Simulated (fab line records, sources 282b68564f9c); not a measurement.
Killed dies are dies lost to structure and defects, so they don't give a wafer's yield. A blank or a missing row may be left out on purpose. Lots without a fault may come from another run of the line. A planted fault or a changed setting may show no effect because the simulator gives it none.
Which tool did it? | flow rit_cmos | 12 lots, 36 wafers sampled, at 6 steps of a route of 202

WHAT THE GAUGES READ, wafer by wafer
RIT_ACTIVE_CD_MEAS_90: target cd 1400 nm.
lot  | measured    | on        | cd_nm (nm)
L504 | day 1 15:04 | cd_sem-01 | 1399.7 1399.9 1398.2
L505 | day 1 21:04 | cd_sem-02 | 1400.2 1399.4 1400.9
L506 | day 2 01:13 | cd_sem-01 | 1399.0 1398.8 1399.8
L507 | day 2 07:04 | cd_sem-02 | 1398.4 1400.7 1402.4
L508 | day 2 14:28 | cd_sem-01 | 1399.8 1399.4 1399.8
L512 | day 3 07:12 | cd_sem-02 | 1400.3 1400.7 1402.0
L515 | day 3 23:04 | cd_sem-02 | 1401.7 1400.6 1401.7
L516 | day 4 04:22 | cd_sem-01 | 1400.9 1403.2 1401.5
L518 | day 4 14:03 | cd_sem-01 | 1401.4 1399.7 1400.5
L523 | day 5 14:06 | cd_sem-01 | 1403.5 1401.8 1401.7
L526 | day 6 05:11 | cd_sem-01 | 1402.9 1403.5 1402.9
L527 | day 6 10:57 | cd_sem-02 | 1395.8 1399.1 1399.4

RIT_NLDD_TW_MEAS_10.
lot  | measured    | on            | NLDD_TW
L504 | day 2 20:41 | film_metro-02 | 2494 2496 2505
L505 | day 3 00:55 | film_metro-02 | 2501 2488 2499
L506 | day 3 08:16 | film_metro-02 | 2508 2509 2511
L507 | day 3 13:28 | film_metro-04 | 2456 2450 2441
L508 | day 3 19:46 | film_metro-01 | 2465 2459 2457
L512 | day 4 12:41 | film_metro-02 | 2514 2506 2514
L515 | day 5 03:04 | film_metro-02 | 2691 2681 2697
L516 | day 5 09:46 | film_metro-02 | 2685 2678 2679
L518 | day 5 17:49 | film_metro-01 | 2484 2492 2475
L523 | day 7 00:59 | film_metro-02 | 2496 2473 2482
L526 | day 7 14:29 | film_metro-04 | 2461 2457 2466
L527 | day 7 23:02 | film_metro-04 | 2468 2457 2463

RIT_SDANNEAL_RS_MEAS_07: measures by four-point-probe.
lot  | measured    | on            | NLDD_RS (ohm/sq)
L504 | day 3 04:31 | film_metro-01 | 154.2 154.4 154.2
L505 | day 3 08:44 | film_metro-04 | 154.3 154.2 154.0
L506 | day 3 16:01 | film_metro-04 | 152.8 153.8 153.6
L507 | day 3 22:10 | film_metro-04 | 152.8 153.4 152.8
L508 | day 4 03:46 | film_metro-04 | 152.8 153.7 153.6
L512 | day 4 20:58 | film_metro-04 | 153.4 153.8 153.6
L515 | day 5 11:14 | film_metro-01 | 149.2 149.1 148.9
L516 | day 5 17:37 | film_metro-02 | 149.4 149.5 149.5
L518 | day 6 01:33 | film_metro-04 | 154.4 153.2 153.9
L523 | day 7 08:53 | film_metro-02 | 154.9 155.0 154.8
L526 | day 7 22:24 | film_metro-02 | 153.7 154.0 154.1
L527 | day 8 06:48 | film_metro-04 | 152.9 152.8 153.1

WHICH TOOL RAN EACH LOT (tool, then ch and the chambers of the sampled wafers, then the start)
lot  | RIT_ACTIVE_ETCH_13                | RIT_ACTIVE_STRIP_14                 | RIT_NLDD_IMPLANT_08
L504 | rie_diel-02 ch 1,2,3, day 1 14:43 | plasma_asher-03 ch 0,1, day 1 14:54 | implanter-03 ch 0, day 2 20:23
L505 | rie_diel-02 ch 0,3, day 1 20:42   | plasma_asher-03 ch 0,1, day 1 20:53 | implanter-02 ch 0, day 3 00:38
L506 | rie_diel-02 ch 0,2,3, day 2 00:54 | plasma_asher-02 ch 0,1, day 2 01:02 | implanter-02 ch 0, day 3 07:57
L507 | rie_diel-03 ch 1,2, day 2 06:44   | plasma_asher-02 ch 1, day 2 06:52   | implanter-02 ch 0, day 3 13:09
L508 | rie_diel-03 ch 1,2,3, day 2 14:08 | plasma_asher-04 ch 0,1, day 2 14:17 | implanter-01 ch 0, day 3 19:27
L512 | rie_diel-03 ch 0,1, day 3 06:52   | plasma_asher-04 ch 0,1, day 3 07:01 | implanter-01 ch 0, day 4 12:23
L515 | rie_diel-03 ch 1,2, day 3 22:46   | plasma_asher-02 ch 0,1, day 3 22:53 | implanter-03 ch 0, day 5 02:45
L516 | rie_diel-03 ch 0,1,2, day 4 04:04 | plasma_asher-02 ch 0,1, day 4 04:11 | implanter-03 ch 0, day 5 09:26
L518 | rie_diel-03 ch 2,3, day 4 13:44   | plasma_asher-04 ch 0,1, day 4 13:52 | implanter-01 ch 0, day 5 17:30
L523 | rie_diel-03 ch 2,3, day 5 13:47   | plasma_asher-03 ch 0,1, day 5 13:55 | implanter-01 ch 0, day 7 00:40
L526 | rie_diel-04 ch 0,1, day 6 04:53   | plasma_asher-02 ch 0, day 6 05:01   | implanter-01 ch 0, day 7 14:10
L527 | rie_diel-04 ch 0,1,3, day 6 10:38 | plasma_asher-04 ch 0,1, day 6 10:46 | implanter-01 ch 0, day 7 22:43
- RIT_ACTIVE_ETCH_13: etches Si3N4 in SF6, stops on SiO2, time 210 s, target depth 210 nm.
- RIT_ACTIVE_STRIP_14: strips in O2, time 180 s.
- RIT_NLDD_IMPLANT_08

WHAT THE TOOLS THEMSELVES READ (means of the sampled wafers that have a number; where no wafer has one, the mark that the record gives instead)
RIT_ACTIVE_ETCH_13.
lot  | tool        | drypump_motor_current_A (A) | oes_product_au (a.u.) | rf_fwd_power_W (W) | throttle_valve_pct (%)
L504 | rie_diel-02 | 5.4                         | 0.828                 | 124.6              | 7.55
L505 | rie_diel-02 | 5.5                         | 0.801                 | 124.6              | 7.41
L506 | rie_diel-02 | 5.3                         | 0.811                 | 124.7              | 7.49
L507 | rie_diel-03 | 5.5                         | 0.834                 | 124.8              | 7.56
L508 | rie_diel-03 | 5.5                         | 0.832                 | 124.6              | 7.53
L512 | rie_diel-03 | 5.5                         | 0.828                 | 125.1              | 7.60
L515 | rie_diel-03 | 5.5                         | 0.824                 | 124.6              | 7.56
L516 | rie_diel-03 | 5.6                         | 0.826                 | 124.4              | 7.56
L518 | rie_diel-03 | 5.4                         | 0.830                 | 124.3              | 7.50
L523 | rie_diel-03 | 5.5                         | 0.820                 | 124.7              | 7.49
L526 | rie_diel-04 | 5.8                         | 0.811                 | 124.4              | 7.42
L527 | rie_diel-04 | 5.5                         | 0.803                 | 124.6              | 7.51

RIT_ACTIVE_STRIP_14.
lot  | tool            | drypump_motor_current_A (A)
L504 | plasma_asher-03 | 6.4
L505 | plasma_asher-03 | 6.5
L506 | plasma_asher-02 | 5.6
L507 | plasma_asher-02 | 4.8
L508 | plasma_asher-04 | 5.6
L512 | plasma_asher-04 | 5.6
L515 | plasma_asher-02 | 5.6
L516 | plasma_asher-02 | 5.6
L518 | plasma_asher-04 | 6.0
L523 | plasma_asher-03 | 6.3
L526 | plasma_asher-02 | 5.9
L527 | plasma_asher-04 | 5.6

RIT_NLDD_IMPLANT_08.
lot  | tool         | beam_energy_keV | beam_on_s (s) | faraday_current_uA | tilt_deg (degrees)
L504 | implanter-03 | 20.000          | 31.8          | 490                | 6.980
L505 | implanter-02 | 20.003          | 28.6          | 545                | 6.982
L506 | implanter-02 | 19.995          | 29.1          | 536                | 6.997
L507 | implanter-02 | 20.002          | 29.1          | 535                | 6.997
L508 | implanter-01 | 20.000          | 28.8          | 541                | 6.982
L512 | implanter-01 | 19.998          | 28.0          | 556                | 7.006
L515 | implanter-03 | 26.001          | 21.8          | 714                | 6.958
L516 | implanter-03 | 26.002          | 22.1          | 704                | 6.998
L518 | implanter-01 | 19.996          | 28.2          | 553                | 7.011
L523 | implanter-01 | 20.009          | 28.1          | 556                | 7.017
L526 | implanter-01 | 20.000          | 28.6          | 543                | 6.991
L527 | implanter-01 | 19.997          | 29.0          | 539                | 6.996

THE ANSWER, worked out from the rows above alone
Rule: what is usual is taken from the lots themselves. Put in order of their means at a reading, lots are off if they are a third of the lots or fewer, leave a main group of 4 or more, and stand apart from it by a gap of 3 or more times the standard deviation of the main group's means; of several such gaps the widest counts. A main group whose means are all the same, to the digits that the tables above print for the reading, isn't used. A lot without any number at a reading at which 4 lots or more have one is off too. The other lots that the step has rows for count as sound. The gauges are gone through in route order, then the tools' own readings, and for those a lot's mean is taken as printed above. The first step at which some lot is off is used, and at that step the reading that is off furthest; a lot without a number counts as furthest.
Off: L515, L516, at RIT_NLDD_TW_MEAS_10 (NLDD_TW). The main group: mean 2482, standard deviation 21.
A tool fits if, at a process step before that reading, it ran every lot that is off, and no sound lot after the first of them. The gauges at RIT_NLDD_TW_MEAS_10 aren't tried: what is off there is off at RIT_NLDD_IMPLANT_08 too, on other tools, and a gauge's error can't cause that. One fits: implanter-03 at RIT_NLDD_IMPLANT_08. Its last sound lot is L504 (day 2 20:23), its first lot that is off L515 (day 5 02:45): a fault that began between those two fits.
The tool's own readings at RIT_NLDD_IMPLANT_08 bear it out: on the lots that are off they differ by more than 5 times the standard deviation of the sound lots' means. beam_energy_keV reads 26.002 there against 20.000 on the sound lots; beam_on_s reads 22.0 s there against 28.9 s on the sound lots; faraday_current_uA reads 709 there against 539 on the sound lots.

WHAT THE SIMULATOR HAD PUT IN
Process parameter drift: implanter-03, from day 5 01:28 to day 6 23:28, at RIT_NLDD_IMPLANT_08. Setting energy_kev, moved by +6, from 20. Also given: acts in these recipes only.
Lots struck among those shown: L515, L516. The rule above found the same.
